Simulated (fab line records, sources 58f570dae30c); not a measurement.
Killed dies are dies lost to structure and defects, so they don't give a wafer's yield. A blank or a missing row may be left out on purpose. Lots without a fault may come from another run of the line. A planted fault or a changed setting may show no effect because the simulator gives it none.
fab line records | flow berkeley_cmos170
record lots=14 wafers=42 last_day=14
route steps=331 shown NWELL@27 ACTIVE@77 NVT@111 GATE@128
lots that met no fault: from a run of the same line without faults
start_h: hours from the record's first day to the start of the lot's first wafer shown | wait_h: hours since the lot's step before | " the same as in the row above | L1.1+2: a row that stands for several wafers | - no value, or no start given | * or withheld: withheld | < > ~ a bound
route shown NAME@n: a module of which the file shows steps, and the number in the route of the first | usual: mean/standard deviation of fault-free wafers | same: alike in all rows | chamber/n: place in a boat | sites: the reading at each site | _std_site: their standard deviation | _edge_site: outer sites' mean less inner sites' | radius_mm: how far each site lies from the wafer's centre | mask NAME#n: copy n | behind: the tool/chamber that last shaped the wafer | hold: why the lot was held/for how many hours/how that ended | device: the transistor (n, p or np) that didn't switch | end of line: the same wafers' tests at the end of the route | a step without rows: its recipe alone | killed: dies lost to structure and defects at the first sort, not the wafer's yield | map: a wafer's dies, x killed, . not, _ none there
set.NAME: the setting as run; set.NAME@STEP: as run at that earlier step | model.NAME: the simulator's own value behind a step, which no gauge read
steps of the route over a sample of lots; a table a step, a row a wafer
services: from which hour (start_h, from the record's first day; less than 0 if before it) a tool's chamber was out of use, for how many hours, and why
## steps
# step UCB170_NWELL_ETCH_13
# recipe chemistry=CH3F/Ar/O2 target=Si3N4 stop_on=SiO2 CH3F_flow_sccm=20 Ar_flow_sccm=50 O2_flow_sccm=7 pressure_mtorr=50 rf_w=450 target_depth_a=2464 over_etch_frac=0.1 time_s=154
# usual drypump_motor_current_A=5.9/0.45 oes_product_au=0.938/0.012 throttle_valve_pct=8.07/0.12
# same time_s=154
# columns lot.wafer tool chamber start_h wait_h drypump_motor_current_A oes_product_au rf_hours_counter_h throttle_valve_pct
L514.1 rie_diel-03 1 41.12 0.0 6.7 0.936 135 8.03
L514.3 " 3 " " 6.0 0.927 169 7.85
L514.5 " 0 " " 5.8 0.928 - 7.97
L515.2 rie_diel-04 2 41.17 0.0 5.8 0.941 56 7.93
L515.3 " 0 " " 6.3 0.945 127 8.11
L515.5 " 0 " " 6.3 0.943 - 8.11
L516.1 rie_diel-03 1 41.39 0.0 6.7 0.945 135 8.04
L516.2 " 0 " " 5.8 0.930 54 7.97
L516.5 " 1 " " 6.7 0.940 - 8.05
L518.1 rie_diel-02 0 53.74 0.0 6.7 0.950 100 8.15
L518.4 " 3 " " 6.0 0.942 114 7.97
L518.5 " 3 " " 6.0 0.936 - 7.98
L522.1 rie_diel-03 1 80.77 0.0 6.7 0.940 138 8.03
L522.2 " 3 " " 6.0 0.939 0 7.85
L522.4 " 0 " " 5.8 0.926 56 7.96
L524.1 rie_diel-04 2 89.98 0.0 5.7 0.946 59 7.91
L524.2 " 3 " " 5.4 0.917 76 8.24
L524.5 " 3 " " 5.4 0.916 - 8.23
L526.4 rie_diel-02 1 95.54 0.0 5.4 0.944 35 8.11
L526.5 " 2 " " 5.7 0.936 - 8.14
L526.6 " 1 " " 5.4 0.936 - 8.11
L527.1 rie_diel-03 3 101.76 0.0 6.0 0.946 2 7.86
L527.2 " 2 " " 6.0 0.943 98 8.08
L527.4 " 0 " " 5.7 0.933 58 7.96
L530.2 rie_diel-03 3 118.07 0.0 6.0 0.933 2 7.85
L530.3 " 2 " " 6.1 0.927 98 8.09
L530.5 " 3 " " 6.0 0.939 - 7.84
L532.1 rie_diel-03 2 125.13 0.0 6.0 0.958 99 8.10
L532.3 " 3 " " 6.0 0.950 2 7.85
L532.4 " 0 " " 5.7 0.935 58 7.97
L533.2 rie_diel-02 0 135.87 0.0 6.7 0.948 103 8.13
L533.3 " 1 " " 5.4 0.932 36 8.12
L533.4 " 3 " " 6.0 0.938 117 7.96
L534.2 rie_diel-03 1 141.90 0.0 6.8 0.933 140 8.02
L534.4 " 0 " " 5.8 0.929 59 7.97
L534.6 " 0 " " 5.7 0.927 - 7.97
L536.3 rie_diel-04 0 142.54 0.0 6.2 0.952 133 8.09
L536.4 " 1 " " 5.4 0.950 4 8.28
L536.6 " 1 " " 5.4 0.960 - 8.25
L537.2 rie_diel-04 3 158.48 0.0 5.4 0.909 80 8.24
L537.4 " 2 " " 5.8 0.930 62 7.93
L537.6 " 3 " " 5.4 0.906 - 8.25
# step UCB170_ACTIVE_CD_MEAS_90
# recipe target_cd_nm=1200
# usual cd_nm=1200.2/1.3
# columns lot.wafer tool chamber start_h wait_h cd_nm
L515.2 cd_sem-01 - 97.14 0.1 1199.5
L515.3 " - " " 1199.9
L515.5 " - " " 1199.4
L516.1 cd_sem-02 - 97.63 0.1 1197.7
L516.2 " - " " 1199.9
L516.5 " - " " 1199.6
L514.1 cd_sem-02 - 97.75 0.1 1199.6
L514.3 " - " " 1200.3
L514.5 " - " " 1199.4
L518.1 cd_sem-02 - 107.35 0.1 1200.5
L518.4 " - " " 1201.9
L518.5 " - " " 1199.5
L522.1 cd_sem-01 - 138.58 0.1 1202.0
L522.2 " - " " 1201.2
L522.4 " - " " 1200.4
L524.1 cd_sem-02 - 145.06 0.1 1200.1
L524.2 " - " " 1198.4
L524.5 " - " " 1199.3
L526.4 cd_sem-01 - 153.33 0.1 1201.1
L526.5 " - " " 1200.7
L526.6 " - " " 1200.2
L527.1 cd_sem-02 - 171.56 0.1 1198.0
L527.2 " - " " 1198.5
L527.4 " - " " 1198.1
L530.2 cd_sem-02 - 179.16 0.1 1199.5
L530.3 " - " " 1201.7
L530.5 " - " " 1200.5
L532.1 cd_sem-01 - 188.24 0.1 1201.4
L532.3 " - " " 1202.0
L532.4 " - " " 1201.2
L533.2 cd_sem-01 - 198.98 0.1 1198.4
L533.3 " - " " 1199.1
L533.4 " - " " 1198.8
L534.2 cd_sem-02 - 199.31 0.1 1201.9
L534.4 " - " " 1201.9
L534.6 " - " " 1202.8
L536.3 cd_sem-02 - 199.65 0.1 1200.8
L536.4 " - " " 1199.6
L536.6 " - " " 1198.4
L537.2 cd_sem-02 - 224.01 0.1 1198.0
L537.4 " - " " 1200.3
L537.6 " - " " 1201.1
# step UCB170_NVT_IMPLANT_07
# recipe species=BF2 dose_cm2=3e+12 energy_kev=50.3 tilt_deg=7
# usual dose_ions_cm2=2.999e+12/3.1e+09 faraday_current_uA=9.54/0.2
# columns lot.wafer tool chamber start_h wait_h dose_ions_cm2 faraday_current_uA
L514.1 implanter-03 0 137.08 0.0 2.999e+12 9.35
L514.3 " 0 " " 3.005e+12 9.35
L514.5 " 0 " " 2.999e+12 9.45
L515.2 implanter-01 0 137.23 0.0 2.993e+12 9.74
L515.3 " 0 " " 2.997e+12 9.72
L515.5 " 0 " " 2.994e+12 9.63
L516.1 implanter-03 0 137.93 0.0 2.996e+12 9.30
L516.2 " 0 " " 2.996e+12 9.23
L516.5 " 0 " " 2.997e+12 9.70
L518.1 implanter-01 0 149.60 0.0 3.007e+12 9.29
L518.4 " 0 " " 3.009e+12 9.61
L518.5 " 0 " " 3.004e+12 9.49
L522.1 implanter-01 0 182.23 0.0 2.342e+12 7.36
L522.2 " 0 " " 2.342e+12 7.50
L522.4 " 0 " " 2.343e+12 7.33
L524.1 implanter-01 0 190.15 0.0 2.34e+12 7.48
L524.2 " 0 " " 2.341e+12 7.61
L524.5 " 0 " " 2.34e+12 7.43
L526.4 implanter-04 0 197.83 0.1 2.992e+12 9.71
L526.5 " 0 " " 2.994e+12 9.13
L526.6 " 0 " " 3e+12 9.53
L527.1 implanter-03 0 216.40 0.0 2.995e+12 9.95
L527.2 " 0 " " 2.998e+12 9.39
L527.4 " 0 " " 2.998e+12 9.57
L530.2 implanter-04 0 224.44 0.0 2.999e+12 9.53
L530.3 " 0 " " 2.994e+12 9.56
L530.5 " 0 " " 2.996e+12 9.88
L532.1 implanter-03 0 225.05 0.0 2.999e+12 9.49
L532.3 " 0 " " 3e+12 9.54
L532.4 " 0 " " 3.004e+12 9.53
L533.2 implanter-03 0 245.68 0.0 3.002e+12 9.30
L533.3 " 0 " " 2.999e+12 9.49
L533.4 " 0 " " 2.999e+12 9.68
L536.3 implanter-04 0 246.14 0.1 2.997e+12 9.56
L536.4 " 0 " " 3e+12 9.30
L536.6 " 0 " " 3e+12 9.44
L534.2 implanter-03 0 246.39 0.0 2.999e+12 9.67
L534.4 " 0 " " 2.997e+12 9.56
L534.6 " 0 " " 3.004e+12 9.72
L537.2 implanter-04 0 276.01 0.0 2.998e+12 8.93
L537.4 " 0 " " 3.003e+12 9.57
L537.6 " 0 " " 2.996e+12 9.62
# step UCB170_NVT_TW_MEAS_09
# usual NVT_TW=528/5.3
# columns lot.wafer tool chamber start_h wait_h hold NVT_TW
L514.1 film_metro-04 - 137.33 0.1 - 543
L514.3 " - " " - 540
L514.5 " - " " - 542
L515.2 film_metro-02 - 137.46 0.1 - 527
L515.3 " - " " - 530
L515.5 " - " " - 527
L516.1 film_metro-01 - 138.18 0.1 - 528
L516.2 " - " " - 529
L516.5 " - " " - 527
L518.1 film_metro-01 - 149.85 0.1 - 521
L518.4 " - " " - 520
L518.5 " - " " - 521
L522.1 film_metro-02 - 182.48 0.1 await_dispo/0.2h/release 487
L522.2 " - " " await_dispo/0.2h/release 486
L522.4 " - " " await_dispo/0.2h/release 486
L522.1 film_metro-02 - 182.71 0.2 - 488
L522.2 " - " " - 486
L522.4 " - " " - 490
L524.1 film_metro-01 - 190.40 0.1 await_dispo/0.2h/release 484
L524.2 " - " " await_dispo/0.2h/release 482
L524.5 " - " " await_dispo/0.2h/release 483
L524.1 film_metro-01 - 190.62 0.2 - 481
L524.2 " - " " - 480
L524.5 " - " " - 485
L526.4 film_metro-01 - 198.04 0.1 - 524
L526.5 " - " " - 519
L526.6 " - " " - 520
L527.1 film_metro-02 - 216.64 0.1 - 529
L527.2 " - " " - 529
L527.4 " - " " - 528
L530.2 film_metro-01 - 224.68 0.1 - 526
L530.3 " - " " - 522
L530.5 " - " " - 524
L532.1 film_metro-04 - 225.30 0.1 - 542
L532.3 " - " " - 538
L532.4 " - " " - 538
L533.2 film_metro-01 - 245.91 0.1 - 526
L533.3 " - " " - 524
L533.4 " - " " - 527
L536.3 film_metro-04 - 246.36 0.1 - 535
L536.4 " - " " - 535
L536.6 " - " " - 535
L534.2 film_metro-01 - 246.63 0.1 - 524
L534.4 " - " " - 528
L534.6 " - " " - 527
L537.2 film_metro-02 - 276.29 0.1 - 528
L537.4 " - " " - 530
L537.6 " - " " - 526
# step UCB170_GATE_THK_MEAS_02
# recipe reads=SiO2_of_GATE_OXIDATION_01
# usual GATE_OXIDE_THK=6.62/0.11
# columns lot.wafer tool chamber start_h wait_h GATE_OXIDE_THK[nm]
L514.1 film_metro-03 - 145.80 0.0 6.77
L514.3 " - " " 6.70
L514.5 " - " " 6.73
L516.1 film_metro-01 - 145.80 0.0 6.63
L516.2 " - " " 6.75
L516.5 " - " " 6.54
L515.2 film_metro-02 - 145.81 0.0 6.81
L515.3 " - " " 6.62
L515.5 " - " " 6.63
L518.1 film_metro-02 - 160.89 0.0 6.61
L518.4 " - " " 6.49
L518.5 " - " " 6.58
L522.1 film_metro-03 - 196.34 0.0 6.51
L522.2 " - " " 6.58
L522.4 " - " " 6.52
L524.1 film_metro-03 - 201.06 0.0 6.72
L524.2 " - " " 6.79
L524.5 " - " " 6.73
L526.4 film_metro-01 - 206.69 0.0 6.64
L526.5 " - " " 6.76
L526.6 " - " " 6.73
L527.1 film_metro-03 - 229.32 0.0 6.61
L527.2 " - " " 6.55
L527.4 " - " " 6.57
L530.2 film_metro-02 - 229.33 0.0 6.40
L530.3 " - " " 6.38
L530.5 " - " " 6.46
L532.1 film_metro-02 - 229.38 0.1 6.56
L532.3 " - " " 6.31
L532.4 " - " " 6.64
L533.2 film_metro-01 - 256.84 0.0 6.77
L533.3 " - " " 6.82
L533.4 " - " " 6.65
L536.3 film_metro-03 - 256.85 0.0 6.66
L536.4 " - " " 6.73
L536.6 " - " " 6.77
L534.2 film_metro-01 - 256.90 0.1 6.57
L534.4 " - " " 6.66
L534.6 " - " " 6.68
L537.2 film_metro-01 - 283.21 0.1 6.56
L537.4 " - " " 6.70
L537.6 " - " " 6.61
## services
# columns tool chamber start_h hours kind
implanter-04 - 18.91 2.7 repair
rie_diel-02 0 20.32 14.8 repair
rie_diel-04 0 30.63 2.4 repair
implanter-03 - 40.66 3.1 repair
rie_diel-04 1 43.10 6.0 repair
rie_diel-03 2 43.90 9.1 repair
rie_diel-03 - 53.62 0.8 repair
rie_diel-04 0 65.36 2.9 repair
implanter-03 - 88.15 2.2 pm
rie_diel-04 2 92.26 5.0 repair
rie_diel-03 3 122.52 2.5 repair
implanter-01 - 125.72 4.0 pm
implanter-04 - 136.38 4.1 pm
rie_diel-02 - 141.09 0.9 repair
implanter-03 - 161.26 12.1 pm
rie_diel-03 3 192.42 7.6 repair
implanter-04 - 196.67 0.5 repair
rie_diel-03 2 199.03 16.7 repair
rie_diel-03 1 202.21 5.1 repair
rie_diel-04 0 218.30 11.4 repair
implanter-04 - 232.50 0.8 repair
implanter-01 - 241.68 0.6 repair
rie_diel-03 0 253.12 8.9 repair
rie_diel-04 - 270.41 2.8 pm
## key
first_sign step=UCB170_NVT_IMPLANT_07 reading=dose_ions_cm2 direction=down sigmas=99+ usual=2.999e+12 struck=2.341e+12
effect step=UCB170_NVT_IMPLANT_07 reading=faraday_current_uA direction=down sigmas=10 usual=9.54 struck=7.45
effect step=UCB170_NVT_TW_MEAS_09 reading=visit direction=added
effect step=UCB170_NVT_TW_MEAS_09 reading=NVT_TW direction=down sigmas=8.3 usual=528 struck=485
met_at UCB170_NVT_IMPLANT_07
struck_lots L522,L524
tester_left_out L522,L524
not_acting_at UCB170_NWELL_ETCH_13,UCB170_ACTIVE_CD_MEAS_90,UCB170_GATE_THK_MEAS_02
onset_between 149.60 182.23
fault kind=process_parameter_drift tool=implanter-01 chamber=- onset_h=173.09 steps=UCB170_NVT_IMPLANT_07 channel=dose_cm2 offset=-6.6e+11 shape=step end_h=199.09 acts_in=these_recipes_only stated=3e+12
# tester_left_out: of these lots the tester's yield and bins aren't shown, on N5 and GAA mostly nor the transistor test; their killed dies are dies lost to structure and defects alone, not to doping, threshold or leakage, so they don't give the yield
